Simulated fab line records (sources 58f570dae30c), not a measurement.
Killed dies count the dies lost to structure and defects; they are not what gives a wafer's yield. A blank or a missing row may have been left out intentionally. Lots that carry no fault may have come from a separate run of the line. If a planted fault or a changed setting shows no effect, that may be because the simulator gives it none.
Matching of chambers | flow berkeley-cmos170 | 4 sister chambers for UCB170_GATE_ETCH_14 on rie-diel-03
The step etches BARC in N2/H2. 4 wafers are shown with their chamber, then 7 later ones without.

WAFERS WITH THEIR CHAMBER
wafer  | chamber | throttle-valve-pct (%)
L440.5 | 1       | 13.53
L444.6 | 3       | 13.16
L447.1 | 2       | 13.28
L447.3 | 0       | 13.42

WAFERS WHOSE CHAMBER IS MISSING
wafer  | throttle-valve-pct (%)
L447.6 | 13.41
L454.1 | 13.51
L454.2 | 13.41
L454.3 | 13.25
L460.2 | 13.42
L460.3 | 13.17
L460.5 | 13.29

WHICH CHAMBER EACH ONE RAN IN
wafer  | from the rows above | in truth
L447.6 | 0                   | 0
L454.1 | 1                   | 1
L454.2 | 0                   | 0
L454.3 | 2                   | 2
L460.2 | 0                   | 0
L460.3 | 3                   | 3
L460.5 | 2                   | 2
Correct placement for 7 of the 7. Can't be placed from these rows: 0. 0 placed wrongly.
How it was worked out, from the rows above alone: a wafer's distance from a chamber is the root of the sum, over the readings, of the square of ((its reading less the chamber's mean) divided by the reading's scatter). If the next closest chamber is less than 2 further off than the closest, the wafer can't be placed; otherwise it belongs to the closest. Each chamber's mean is taken over the wafers shown for it. The scatter (one wafer shown for each chamber): square how far every hidden wafer sits from the nearest shown wafer, average those squares and take the square root.
